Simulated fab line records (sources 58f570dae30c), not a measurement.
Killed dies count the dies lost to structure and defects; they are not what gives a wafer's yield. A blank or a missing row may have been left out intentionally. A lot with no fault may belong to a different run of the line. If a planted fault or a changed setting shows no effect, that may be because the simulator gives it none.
fab line records	flow berkeley-cmos170
[record] lots = 5	wafers = 15	last-day = 12
route steps=331 shown M1@243 V1@254 M2@271
lots with no fault: from the same line, run without faults
start-h: the number of hours between the record's first day and the start of the first shown wafer of the lot	wait-h: hours from the lot's prior step to this one	" unchanged from the row above	L1.1+2: a row that stands for several wafers	- no value, or no start was given	* or withheld: withheld	< > ~ a bound
route shown NAME@n: a module of which the file shows steps, and the number in the route of the first	usual: average and standard deviation across the fault-free wafers	same: alike in all rows	chamber/n: place in a boat	sites: readings site by site	_std_site: how widely they spread, as a standard deviation	_edge_site: outer sites' mean less inner sites'	radius-mm: how far each site lies from the wafer's centre	mask NAME#n: copy n	behind: the most recent tool/chamber to have shaped the wafer	hold: reason for holding the lot/hours on hold/outcome of the hold	device: whichever transistor did not switch (one of n, p or np)	end of line: tests of these same wafers at the route's end	a step without rows: its recipe alone	killed: count of dies lost to structure and defects at first sort (not the wafer's yield)	map: a wafer's dies, x killed, . not, _ none there
set.NAME: the setting that was run; set.NAME@STEP: the one run at that earlier step	model.NAME: the simulator's own value behind a step, which no gauge read
lots seen at some steps along the route; tables by step, rows by wafer
services: a tool's chamber out of use, with start hour (start-h, from the record's first day; less than 0 if before it), hours out, and reason
[[steps]]
[step UCB170_M1_SOFTBAKE_05]
[recipe] resist = KrF	temp-c = 130	time-s = 60
lot.wafer	tool	chamber	start-h	wait-h
L085.1+2+4	litho-track-04	0	-	-
L088.2+3+4	litho-track-02	0	-	-
L087.1+2+4	litho-track-02	0	-	-
L091.2+4+5	litho-track-04	0	-	-
L092.1+3+6	litho-track-04	0	-	-
[step UCB170_M1_EXPOSE_06]
[recipe] mask-id = METAL1	target-cd-nm = 700	na = 0.5	sigma-outer = 0.6	source-shape = conventional	dose-mj = 21
lot.wafer	tool	chamber	start-h	wait-h	mask
L085.1+2+4	krf-scanner-02	0	232.00	-	METAL1#0
L088.2+3+4	krf-scanner-02	0	247.49	-	METAL1#0
L087.1+2+4	krf-scanner-01	0	247.92	-	METAL1#0
L091.2+4+5	krf-scanner-01	0	266.64	-	METAL1#0
L092.1+3+6	krf-scanner-02	0	268.37	-	METAL1#0
[step UCB170_M1_PEB_07]
[recipe] peb-temp-c = 130	peb-time-s = withheld	resist = KrF
lot.wafer	tool	chamber	start-h	wait-h
L085.1+2+4	litho-track-02	0	232.25	0.2
L088.2+3+4	litho-track-04	0	248.37	0.9
L087.1+2+4	litho-track-02	0	248.69	0.8
L091.2+4+5	litho-track-02	0	267.29	0.6
L092.1+3+6	litho-track-02	0	268.72	0.3
[step UCB170_M1_DEVELOP_08]
[recipe] developer = TMAH	develop-time-s = 45	resist = KrF	dev-temp-c = 21
[same] develop-time-s = 45
lot.wafer	tool	chamber	start-h	wait-h
L085.1+2+4	litho-track-02	0	-	-
L088.2+3+4	litho-track-04	0	-	-
L087.1+2+4	litho-track-02	0	-	-
L091.2+4+5	litho-track-02	0	-	-
L092.1+3+6	litho-track-02	0	-	-
[step UCB170_M1_CD_MEAS_09]
[recipe] target-cd-nm = 700
[usual] cd-nm = 699.9/1.2
lot.wafer	tool	chamber	start-h	wait-h	cd-nm
L085.1	cd-sem-02	-	232.52	-	701.2
L085.2	"	-	"	"	700.7
L085.4	"	-	"	"	699.8
L088.2	cd-sem-02	-	248.64	-	700.5
L088.3	"	-	"	"	699.1
L088.4	"	-	"	"	698.9
L087.1	cd-sem-02	-	248.97	-	697.8
L087.2	"	-	"	"	698.5
L087.4	"	-	"	"	700.4
L091.2	cd-sem-02	-	267.56	-	699.6
L091.4	"	-	"	"	700.8
L091.5	"	-	"	"	701.9
L092.1	cd-sem-01	-	269.05	-	699.6
L092.3	"	-	"	"	700.1
L092.6	"	-	"	"	699.0
[step UCB170_M1_OVL_MEAS_10]
[usual] M1_OVL = -2/4.2
lot.wafer	tool	chamber	start-h	wait-h	M1_OVL[nm]
L085.1	overlay-02	-	232.64	0.1	-4
L085.2	"	-	"	"	0
L085.4	"	-	"	"	-3
L088.2	overlay-02	-	248.74	0.1	-5
L088.3	"	-	"	"	1
L088.4	"	-	"	"	-5
L087.1	overlay-01	-	249.09	0.1	-5
L087.2	"	-	"	"	-3
L087.4	"	-	"	"	-4
L091.2	overlay-02	-	267.67	0.1	5
L091.4	"	-	"	"	6
L091.5	"	-	"	"	2
L092.1	overlay-01	-	269.17	0.1	-5
L092.3	"	-	"	"	-7
L092.6	"	-	"	"	-3
[step UCB170_M1_ETCH_11]
[recipe] chemistry = N2/H2	target-depth-a = withheld	overetch-a = withheld	target = BARC	time-s = withheld	source-w = 500	bias-w = 100	pressure-mtorr = 30	n2-flow-sccm = 100	h2-flow-sccm = 200
[usual] drypump-motor-current-A = 5.7/0.43	oes-product-au = 0.996/0.023	rf-fwd-power-W = 494.3/2.3	throttle-valve-pct = 13.36/0.19
lot.wafer	tool	chamber	start-h	wait-h	drypump-motor-current-A	oes-product-au	rf-fwd-power-W	throttle-valve-pct
L085.1	rie-diel-01	2	232.68	0.0	5.4	1.001	494.8	13.47
L085.2	"	3	"	"	5.3	0.962	493.7	13.13
L085.4	"	1	"	"	5.6	1.022	492.1	13.70
L088.2	rie-diel-01	1	248.77	0.0	5.6	1.020	495.5	13.69
L088.3	"	2	"	"	5.3	1.000	495.3	13.49
L088.4	"	0	"	"	5.0	0.986	495.6	13.25
L087.1	rie-diel-01	1	249.12	0.0	5.6	1.019	493.0	13.71
L087.2	"	3	"	"	5.3	0.972	493.5	13.11
L087.4	"	0	"	"	5.0	1.009	496.6	13.25
L091.2	rie-diel-01	3	267.70	0.0	5.3	0.969	493.3	13.11
L091.4	"	2	"	"	5.4	0.998	494.5	13.47
L091.5	"	2	"	"	5.3	0.994	494.1	13.47
L092.1	rie-diel-01	1	269.20	0.0	5.7	1.012	492.7	13.68
L092.3	"	2	"	"	5.4	0.999	494.5	13.49
L092.6	"	3	"	"	5.3	0.964	491.4	13.12
[step UCB170_M1_METAL_ETCH_12]
[recipe] chemistry = Cl2/BCl3	target = Al	stop-on = PSG	pressure-mtorr = 12	target-depth-a = 7800	over-etch-frac = 0.3	time-s = 130	icp-w = 600	bias-w = 120	Cl2_flow_sccm = 90	bcl3-flow-sccm = 45
[usual] drypump-motor-current-A = 5.8/0.38	oes-product-au = 0.861/0.015	rf-fwd-power-W = 597.4/2.1	throttle-valve-pct = 24.4/0.33
lot.wafer	tool	chamber	start-h	wait-h	drypump-motor-current-A	oes-product-au	rf-fwd-power-W	rf-hours-counter-h	throttle-valve-pct
L085.1	rie-metal-03	0	232.72	-	5.5	0.831	595.9	2	23.8
L085.2	"	1	"	"	6.4	0.865	592.9	4	24.9
L085.4	"	1	"	"	6.3	0.869	595.0	-	24.9
L088.2	rie-metal-03	0	248.82	-	5.5	0.840	598.5	2	23.8
L088.3	"	0	"	"	5.5	0.832	598.0	-	23.8
L088.4	"	1	"	"	6.4	0.866	595.5	-	24.9
L087.1	rie-metal-01	1	249.16	-	5.4	0.875	599.6	7	24.4
L087.2	"	0	"	"	5.7	0.873	598.1	1	24.3
L087.4	"	1	"	"	5.4	0.873	599.8	-	24.3
L091.2	rie-metal-01	1	267.74	-	5.4	0.887	595.9	7	24.3
L091.4	"	1	"	"	5.4	0.873	599.5	-	24.4
L091.5	"	1	"	"	5.4	0.882	595.6	-	24.4
L092.1	rie-metal-03	0	269.26	-	5.5	0.843	598.1	3	23.8
L092.3	"	0	"	"	5.5	0.827	601.1	-	23.8
L092.6	"	0	"	"	5.5	0.834	601.4	-	23.8
[step UCB170_M1_STRIP_13]
[recipe] chemistry = O2	power-w = 400	pressure-mtorr = 3500	platen-temp-c = withheld	o2-flow-sccm = 400	overash-fraction = 0.5
[usual] drypump-motor-current-A = 5.75/0.29	oes-product-au = 0.720/0.0039
lot.wafer	tool	chamber	start-h	wait-h	drypump-motor-current-A	oes-product-au	rf-hours-counter-h
L085.1	plasma-asher-01	1	232.85	0.1	5.99	0.720	53
L085.2	"	0	"	"	5.96	0.720	53
L085.4	"	0	"	"	5.98	0.718	-
L088.2	plasma-asher-02	1	248.95	0.1	5.13	0.723	51
L088.3	"	1	"	"	5.08	0.718	-
L088.4	"	0	"	"	5.57	0.717	-
L087.1	plasma-asher-04	0	249.30	0.1	5.63	0.723	46
L087.2	"	1	"	"	5.96	0.722	46
L087.4	"	1	"	"	5.96	0.719	-
L091.2	plasma-asher-02	0	267.88	0.1	5.56	0.724	53
L091.4	"	0	"	"	5.55	0.717	-
L091.5	"	1	"	"	5.10	0.725	-
L092.1	plasma-asher-04	1	269.39	0.1	5.99	0.713	48
L092.3	"	0	"	"	5.64	0.716	-
L092.6	"	1	"	"	6.00	0.718	-
[step UCB170_M1_CD_MEAS_90]
[recipe] target-cd-nm = 700
[usual] cd-nm = 699.7/2.9
lot.wafer	tool	chamber	start-h	wait-h	cd-nm
L085.1	cd-sem-02	-	232.95	0.1	700.8
L085.2	"	-	"	"	694.9
L085.4	"	-	"	"	694.4
L088.2	cd-sem-02	-	249.11	0.1	700.4
L088.3	"	-	"	"	698.3
L088.4	"	-	"	"	697.9
L087.1	cd-sem-02	-	249.40	0.1	699.4
L087.2	"	-	"	"	699.8
L087.4	"	-	"	"	703.2
L091.2	cd-sem-01	-	268.00	0.1	702.2
L091.4	"	-	"	"	701.7
L091.5	"	-	"	"	703.7
L092.1	cd-sem-02	-	269.49	0.1	698.0
L092.3	"	-	"	"	700.3
L092.6	"	-	"	"	699.7
[step UCB170_M1_ANNEAL_14]
[recipe] temp-c = 400	time-s = 1200	ambient = forming-gas
[usual] spike-tc-source-C = 421.1/1.1	tube-center-temp-C = 400/0.038
lot.wafer	tool	chamber	start-h	wait-h	spike-tc-source-C	tube-center-temp-C
L085.1	furnace-03	0	239.32	6.3	420.7	400.02
L085.2	"	0	"	"	422.2	399.93
L085.4	"	0	"	"	422.8	400.05
L088.2	furnace-03	0	249.21	0.1	421.3	399.96
L088.3	"	0	"	"	422.4	400
L088.4	"	0	"	"	420.2	399.97
L087.1	furnace-03	0	250.54	1.1	420.7	399.97
L087.2	"	0	"	"	420.9	400
L087.4	"	0	"	"	420.5	400.03
L091.2	furnace-03	0	268.10	0.1	423.3	399.98
L091.4	"	0	"	"	422.8	400
L091.5	"	0	"	"	419.8	400.02
L092.1	furnace-03	0	270.81	1.3	423.9	399.99
L092.3	"	0	"	"	420.3	400.06
L092.6	"	0	"	"	422.0	400.07
[step UCB170_V1_CVD_00]
[recipe] material = SiO2	target-thk-nm = 2000	temp-c = 390	precursor = TEOS/O2	time-s = 250	rf-w = 550	pressure-mtorr = 9000
[usual] heater-power-w = 245/58	pressure-mtorr = 9001/17	rf-fwd-power-W = 548.6/1.6
lot.wafer	tool	chamber	start-h	wait-h	heater-power-w	pressure-mtorr	rf-fwd-power-W	since-wet-clean-h
L085.1	pecvd-01	1	240.81	0.2	340	8999	550.2	91
L085.2	"	0	"	"	257	9002	550.2	91
L085.4	"	1	"	"	276	9011	547.4	-
L088.2	pecvd-02	2	250.54	0.0	162	9011	549.0	329
L088.3	"	1	"	"	249	9000	549.0	329
L088.4	"	2	"	"	234	9000	550.7	-
L087.1	pecvd-01	0	251.87	0.0	234	9000	548.2	102
L087.2	"	1	"	"	379	8984	553.5	102
L087.4	"	2	"	"	220	9034	546.9	-
L091.2	pecvd-01	2	269.43	0.0	263	9000	548.6	120
L091.4	"	2	"	"	316	8996	549.0	-
L091.5	"	0	"	"	262	8987	550.9	-
L092.1	pecvd-04	2	272.14	0.0	271	8973	547.9	16
L092.3	"	1	"	"	193	8993	550.1	16
L092.6	"	2	"	"	200	8999	548.7	-
[step UCB170_V1_THK_MEAS_01]
[recipe] reads = SiO2_of_V1_CVD_00
[usual] V1_TEOS_THK = 2007/28
lot.wafer	tool	chamber	start-h	wait-h	V1_TEOS_THK[nm]
L085.1	film-metro-04	-	240.96	0.1	2026
L085.2	"	-	"	"	2047
L085.4	"	-	"	"	2036
L088.2	film-metro-03	-	250.71	0.1	1993
L088.3	"	-	"	"	1990
L088.4	"	-	"	"	2012
L087.1	film-metro-04	-	252.03	0.1	2029
L087.2	"	-	"	"	2004
L087.4	"	-	"	"	2040
L091.2	film-metro-04	-	269.59	0.1	2005
L091.4	"	-	"	"	2052
L091.5	"	-	"	"	2053
L092.1	film-metro-01	-	272.30	0.1	1989
L092.3	"	-	"	"	2002
L092.6	"	-	"	"	2035
[step UCB170_V1_CMP_02]
[recipe] material = SiO2	down-force-psi = 6	platen-rpm = 60	pad-velocity-m-s = 0.75398
[usual] motor-current-A = 15.4/1.2
lot.wafer	tool	chamber	start-h	wait-h	motor-current-A
L085.1	cmp-02	3	241.23	0.3	16.3
L085.2	"	1	"	"	16.5
L085.4	"	2	"	"	14.3
L088.3	cmp-01	1	250.76	0.0	17.0
L088.2	"	3	"	"	14.1
L088.4	"	0	"	"	16.4
L087.2	cmp-02	1	252.09	0.0	15.8
L087.1	"	3	"	"	16.1
L087.4	"	0	"	"	15.0
L091.2	cmp-01	0	269.69	0.1	15.7
L091.4	"	1	"	"	17.2
L091.5	"	0	"	"	16.4
L092.3	cmp-02	0	272.41	0.1	16.3
L092.1	"	1	"	"	16.0
L092.6	"	3	"	"	15.5
[step UCB170_V1_BOW_MEAS_03]
[recipe] mode = bow
[usual] V1_BOW = 18/7.5
lot.wafer	tool	chamber	start-h	wait-h	V1_BOW[um]
L085.1	film-metro-03	-	241.53	0.2	7
L085.2	"	-	"	"	9
L085.4	"	-	"	"	27
L088.2	film-metro-04	-	251.08	0.2	33
L088.3	"	-	"	"	25
L088.4	"	-	"	"	23
L087.1	film-metro-04	-	252.39	0.1	11
L087.2	"	-	"	"	15
L087.4	"	-	"	"	9
L091.2	film-metro-03	-	269.96	0.2	20
L091.4	"	-	"	"	10
L091.5	"	-	"	"	15
L092.1	film-metro-04	-	272.66	0.1	10
L092.3	"	-	"	"	20
L092.6	"	-	"	"	8
[step UCB170_V1_THK_MEAS_04]
[recipe] reads = SiO2_of_V1_CVD_00
[usual] V1_POLISHED_THK = 1000.5/1.2
lot.wafer	tool	chamber	start-h	wait-h	V1_POLISHED_THK[nm]
L085.1	film-metro-03	-	241.65	0.1	1000.8
L085.2	"	-	"	"	998.9
L085.4	"	-	"	"	1001.4
L088.2	film-metro-04	-	251.19	0.1	998.5
L088.3	"	-	"	"	997.1
L088.4	"	-	"	"	1000.0
L087.1	film-metro-04	-	252.51	0.1	1001.4
L087.2	"	-	"	"	999.6
L087.4	"	-	"	"	1000.6
L091.2	film-metro-03	-	270.07	0.1	1003.4
L091.4	"	-	"	"	1001.3
L091.5	"	-	"	"	1001.8
L092.1	film-metro-04	-	272.78	0.1	1000.1
L092.3	"	-	"	"	999.2
L092.6	"	-	"	"	1000.3
[step UCB170_V1_CLEAN_05]
[recipe] chemistry = DIW
lot.wafer	tool	chamber	start-h	wait-h
L085.1+2+4	wet-bench-01	2	241.73	0.1
L088.2+3+4	wet-bench-04	2	251.24	0.0
L087.1+2+4	wet-bench-04	2	252.57	0.1
L091.2+4+5	wet-bench-04	3	271.90	1.8
L092.1+3+6	wet-bench-03	1	276.17	3.4
[step UCB170_V1_HMDS_06]
[recipe] prime-time-s = 60	prime-temp-c = 100
[same] prime-time-s = 60
lot.wafer	tool	chamber	start-h	wait-h
L085.1+2+4	litho-track-04	0	242.49	0.6
L088.2+3+4	litho-track-01	0	251.44	0.0
L087.1+2+4	litho-track-02	0	252.74	0.0
L091.2+4+5	litho-track-04	0	272.34	0.3
L092.1+3+6	litho-track-04	0	276.65	0.3
[step UCB170_V1_COAT_07]
[recipe] resist = KrF	spin-rpm = 1500	resist-thk-nm = 900
[usual] dispense-pressure-kPa = 52/3.7
lot.wafer	tool	chamber	start-h	wait-h	dispense-pressure-kPa
L085.1	litho-track-04	0	242.64	0.1	55
L085.2	"	0	"	"	55
L085.4	"	0	"	"	55
L088.2	litho-track-01	0	251.59	0.1	47
L088.3	"	0	"	"	47
L088.4	"	0	"	"	47
L087.1	litho-track-02	0	252.89	0.1	55
L087.2	"	0	"	"	55
L087.4	"	0	"	"	55
L091.2	litho-track-04	0	272.49	0.1	55
L091.4	"	0	"	"	55
L091.5	"	0	"	"	55
L092.1	litho-track-04	0	276.80	0.1	55
L092.3	"	0	"	"	55
L092.6	"	0	"	"	55
[step UCB170_V1_SOFTBAKE_08]
[recipe] resist = KrF	temp-c = 130	time-s = 60
lot.wafer	tool	chamber	start-h	wait-h
L085.1+2+4	litho-track-04	0	242.79	0.1
L088.2+3+4	litho-track-01	0	251.74	0.1
L087.1+2+4	litho-track-02	0	253.04	0.1
L091.2+4+5	litho-track-04	0	272.64	0.1
L092.1+3+6	litho-track-04	0	276.95	0.1
[step UCB170_V1_EXPOSE_09]
[recipe] mask-id = VIA1	target-cd-nm = 700	na = 0.5	sigma-outer = 0.6	source-shape = conventional	dose-mj = 37
lot.wafer	tool	chamber	start-h	wait-h	mask
L085.1+2+4	krf-scanner-02	0	243.00	0.2	VIA1#0
L088.2+3+4	krf-scanner-02	0	251.88	0.1	VIA1#0
L087.1+2+4	krf-scanner-02	0	253.19	0.1	VIA1#0
L091.2+4+5	krf-scanner-02	0	273.04	0.4	VIA1#0
L092.1+3+6	krf-scanner-02	0	277.40	0.4	VIA1#0
[step UCB170_V1_PEB_10]
[recipe] peb-temp-c = 130	peb-time-s = withheld	resist = KrF
lot.wafer	tool	chamber	start-h	wait-h
L085.1+2+4	litho-track-02	0	243.82	0.8
L088.2+3+4	litho-track-04	0	252.00	0.1
L087.1+2+4	litho-track-01	0	253.31	0.1
L091.2+4+5	litho-track-02	0	273.38	0.3
L092.1+3+6	litho-track-01	0	277.81	0.4
[step UCB170_V1_DEVELOP_11]
[recipe] developer = TMAH	develop-time-s = 45	resist = KrF	dev-temp-c = 21
[same] develop-time-s = 45
lot.wafer	tool	chamber	start-h	wait-h
L085.1+2+4	litho-track-02	0	-	-
L088.2+3+4	litho-track-04	0	-	-
L087.1+2+4	litho-track-01	0	-	-
L091.2+4+5	litho-track-02	0	-	-
L092.1+3+6	litho-track-01	0	-	-
[step UCB170_V1_CD_MEAS_12]
[recipe] target-cd-nm = 700
[usual] cd-nm = 699.7/1.4
lot.wafer	tool	chamber	start-h	wait-h	cd-nm
L085.1	cd-sem-01	-	244.13	-	699.8
L085.2	"	-	"	"	699.4
L085.4	"	-	"	"	699.7
L088.2	cd-sem-01	-	252.27	-	697.8
L088.3	"	-	"	"	698.0
L088.4	"	-	"	"	699.1
L087.1	cd-sem-02	-	253.59	-	699.1
L087.2	"	-	"	"	699.9
L087.4	"	-	"	"	699.2
L091.2	cd-sem-01	-	273.65	-	696.7
L091.4	"	-	"	"	697.4
L091.5	"	-	"	"	697.2
L092.1	cd-sem-02	-	278.08	-	700.0
L092.3	"	-	"	"	697.8
L092.6	"	-	"	"	699.4
[step UCB170_V1_OVL_MEAS_13]
[usual] V1_OVL = -1/5
lot.wafer	tool	chamber	start-h	wait-h	V1_OVL[nm]
L085.1	overlay-02	-	244.25	0.1	5
L085.2	"	-	"	"	3
L085.4	"	-	"	"	1
L088.2	overlay-01	-	252.38	0.1	2
L088.3	"	-	"	"	6
L088.4	"	-	"	"	-3
L087.1	overlay-01	-	253.71	0.1	-3
L087.2	"	-	"	"	8
L087.4	"	-	"	"	5
L091.2	overlay-02	-	273.76	0.1	1
L091.4	"	-	"	"	0
L091.5	"	-	"	"	-3
L092.1	overlay-01	-	278.20	0.1	-3
L092.3	"	-	"	"	-1
L092.6	"	-	"	"	-3
[step UCB170_V1_ETCH_14]
[recipe] chemistry = CHF3/CF4/Ar	target = SiO2	stop-on = Al	CHF3_flow_sccm = 45	cf4-flow-sccm = 15	Ar_flow_sccm = 150	pressure-mtorr = 200	rf-w = 700	target-depth-a = 12500	over-etch-frac = 0.25	time-s = 291
[usual] drypump-motor-current-A = 5.7/0.38	oes-product-au = 0.874/0.013	rf-fwd-power-W = 698.2/2.3	throttle-valve-pct = 6.95/0.14
lot.wafer	tool	chamber	start-h	wait-h	drypump-motor-current-A	oes-product-au	rf-fwd-power-W	rf-hours-counter-h	throttle-valve-pct
L085.1	rie-diel-04	3	244.28	0.0	6.0	0.854	695.9	15	6.97
L085.2	"	0	"	"	6.4	0.881	702.5	3	6.76
L085.4	"	2	"	"	5.6	0.875	697.1	16	7.08
L088.2	rie-diel-04	3	252.41	0.0	6.0	0.858	697.4	16	6.98
L088.3	"	0	"	"	6.4	0.880	700.1	3	6.77
L088.4	"	2	"	"	5.6	0.878	699.6	17	7.09
L087.1	rie-diel-03	1	253.74	0.0	6.0	0.877	699.5	13	7.11
L087.2	"	3	"	"	5.6	0.861	698.6	99	6.75
L087.4	"	3	"	"	5.5	0.861	699.0	-	6.76
L091.2	rie-diel-01	3	273.79	0.0	5.3	0.854	697.3	3	6.90
L091.4	"	0	"	"	5.0	0.879	695.7	9	6.91
L091.5	"	2	"	"	5.4	0.864	699.4	-	6.97
L092.1	rie-diel-01	3	278.24	0.0	5.3	0.857	700.2	3	6.93
L092.3	"	2	"	"	5.3	0.870	699.4	10	6.98
L092.6	"	2	"	"	5.3	0.860	696.9	-	6.99
[step UCB170_V1_STRIP_15]
[recipe] chemistry = O2	power-w = 400	pressure-mtorr = 3500	platen-temp-c = withheld	o2-flow-sccm = 400	overash-fraction = 0.5
[usual] drypump-motor-current-A = 5.4/0.37	oes-product-au = 0.722/0.0042	strip-time-to-endpoint-s = 15.32/0.14
lot.wafer	tool	chamber	start-h	wait-h	drypump-motor-current-A	oes-product-au	rf-hours-counter-h	strip-time-to-endpoint-s
L085.1	plasma-asher-04	0	244.46	0.1	5.6	0.719	45	15.75
L085.2	"	1	"	"	6.0	0.717	45	15.51
L085.4	"	1	"	"	6.0	0.723	-	15.59
L088.2	plasma-asher-03	1	252.59	0.1	5.6	0.723	14	15.52
L088.3	"	0	"	"	4.8	0.728	-	15.26
L088.4	"	1	"	"	5.6	0.727	-	15.39
L087.1	plasma-asher-04	0	253.92	0.1	5.7	0.721	46	15.17
L087.2	"	1	"	"	6.0	0.719	46	15.02
L087.4	"	0	"	"	5.7	0.727	-	15.11
L091.2	plasma-asher-02	1	273.96	0.1	5.1	0.727	54	15.33
L091.4	"	1	"	"	5.1	0.718	-	15.39
L091.5	"	0	"	"	5.6	0.726	-	15.29
L092.1	plasma-asher-03	1	278.42	0.1	5.6	0.720	17	15.33
L092.3	"	1	"	"	5.6	0.723	-	15.27
L092.6	"	1	"	"	5.6	0.725	-	15.32
[step UCB170_V1_CD_MEAS_90]
[recipe] target-cd-nm = 700
[usual] cd-nm = 699.5/1.5
lot.wafer	tool	chamber	start-h	wait-h	cd-nm
L085.1	cd-sem-02	-	244.56	0.1	699.3
L085.2	"	-	"	"	700.7
L085.4	"	-	"	"	699.4
L088.2	cd-sem-01	-	252.71	0.1	695.9
L088.3	"	-	"	"	697.8
L088.4	"	-	"	"	697.8
L087.1	cd-sem-01	-	254.02	0.1	698.6
L087.2	"	-	"	"	699.3
L087.4	"	-	"	"	699.3
L091.2	cd-sem-01	-	274.08	0.1	696.2
L091.4	"	-	"	"	697.4
L091.5	"	-	"	"	697.6
L092.1	cd-sem-01	-	278.52	0.1	699.2
L092.3	"	-	"	"	697.6
L092.6	"	-	"	"	699.3
[step UCB170_M2_PRE_CLEAN_00]
[recipe] gas = Ar	preclean-etch-time-s = 60
lot.wafer	tool	chamber	start-h	wait-h
L085.1+2+4	pvd-sputter-04	-	244.68	0.1
L088.2+3+4	pvd-sputter-01	-	252.81	0.1
L087.1+2+4	pvd-sputter-04	-	254.14	0.1
L091.2+4+5	pvd-sputter-01	-	274.18	0.1
L092.1+3+6	pvd-sputter-01	-	278.64	0.1
[step UCB170_M2_SPUTTER_01]
[recipe] material = Al	target-thk-nm = 900	time-s = 120	power-w = 6000	chamber-pressure-pa = 0.5
[usual] cathode-dc-power-W = 6000.2/1.1	throttle-valve-pct = 30.3/0.88
lot.wafer	tool	chamber	start-h	wait-h	cathode-dc-power-W	throttle-valve-pct
L085.1	pvd-sputter-04	-	244.75	0.0	6001.2	30.0
L085.2	"	-	"	"	5999.3	30.8
L085.4	"	-	"	"	5999.9	30.6
L088.2	pvd-sputter-01	-	252.87	0.0	5999.6	29.7
L088.3	"	-	"	"	6001.0	30.6
L088.4	"	-	"	"	6000.9	31.1
L087.1	pvd-sputter-04	-	254.21	0.0	5998.4	30.5
L087.2	"	-	"	"	6001.0	30.2
L087.4	"	-	"	"	6001.3	30.8
L091.2	pvd-sputter-01	-	274.25	0.0	6000.0	31.9
L091.4	"	-	"	"	5999.9	30.7
L091.5	"	-	"	"	6000.6	30.6
L092.1	pvd-sputter-01	-	278.70	0.0	5999.9	30.5
L092.3	"	-	"	"	6000.0	31.8
L092.6	"	-	"	"	6002.5	31.0
[step UCB170_M2_RS_MEAS_02]
[recipe] thk-meas-gauge = four-point-probe	reads = Al_of_M2_SPUTTER_01
[usual] M2_AL_RS = 0.0322/0.00034
lot.wafer	tool	chamber	start-h	wait-h	M2_AL_RS[ohm/sq]
L085.1	film-metro-01	-	244.83	0.0	0.0318
L085.2	"	-	"	"	0.0320
L085.4	"	-	"	"	0.0322
L088.2	film-metro-01	-	252.98	0.1	0.0323
L088.3	"	-	"	"	0.0319
L088.4	"	-	"	"	0.0321
L087.1	film-metro-01	-	254.29	0.0	0.0322
L087.2	"	-	"	"	0.0321
L087.4	"	-	"	"	0.0320
L091.2	film-metro-01	-	274.35	0.1	0.0324
L091.4	"	-	"	"	0.0324
L091.5	"	-	"	"	0.0324
L092.1	film-metro-01	-	278.79	0.0	0.0323
L092.3	"	-	"	"	0.0326
L092.6	"	-	"	"	0.0322
[step UCB170_M2_THK_MEAS_03]
[recipe] thk-meas-gauge = xrf	reads = Al_of_M2_SPUTTER_01
[usual] M2_AL_THK = 904/10
lot.wafer	tool	chamber	start-h	wait-h	M2_AL_THK[nm]
L085.1	film-metro-01	-	244.95	0.1	915
L085.2	"	-	"	"	913
L085.4	"	-	"	"	904
L088.2	film-metro-01	-	253.09	0.1	900
L088.3	"	-	"	"	910
L088.4	"	-	"	"	906
L087.1	film-metro-01	-	254.41	0.1	903
L087.2	"	-	"	"	907
L087.4	"	-	"	"	911
L091.2	film-metro-01	-	274.46	0.1	910
L091.4	"	-	"	"	904
L091.5	"	-	"	"	904
L092.1	film-metro-01	-	278.91	0.1	914
L092.3	"	-	"	"	902
L092.6	"	-	"	"	909
[step UCB170_M2_HMDS_04]
[recipe] prime-time-s = 60	prime-temp-c = 100
[same] prime-time-s = 60
lot.wafer	tool	chamber	start-h	wait-h
L085.1+2+4	litho-track-01	0	245.79	0.8
L088.2+3+4	litho-track-03	0	253.26	0.2
L087.1+2+4	litho-track-04	0	254.99	0.6
L091.2+4+5	litho-track-03	0	274.65	0.2
L092.1+3+6	litho-track-04	0	279.18	0.3
[[services]]
tool	chamber	start-h	hours	kind
pecvd-01	2	208.04	8.9	repair
krf-scanner-01	-	208.26	0.8	pm
rie-diel-04	0	218.25	24.4	repair
furnace-03	-	219.40	19.9	repair
cmp-01	-	221.75	0.9	repair
krf-scanner-02	-	230.79	1.0	pm
cmp-01	-	232.00	4.0	pm
plasma-asher-03	-	233.96	5.4	repair
rie-diel-04	-	234.53	1.0	repair
cmp-01	-	236.00	-	consumable-replace:conditioner
cmp-01	-	236.00	-	consumable-replace:pad
cmp-02	-	236.00	4.9	pm
plasma-asher-04	-	238.41	0.7	repair
rie-diel-03	1	239.10	4.1	repair
pecvd-01	-	239.42	1.0	repair
pecvd-04	-	242.50	14.0	pm
pecvd-04	0	242.50	14.0	vent-cycle
pecvd-04	1	242.50	14.0	vent-cycle
pecvd-04	2	242.50	14.0	vent-cycle
krf-scanner-01	-	249.43	1.0	pm
rie-diel-04	0	252.94	8.3	repair
pecvd-04	0	256.50	-	clean
pecvd-04	1	256.50	-	clean
pecvd-01	-	271.23	6.0	pm
[[key]]
fault none
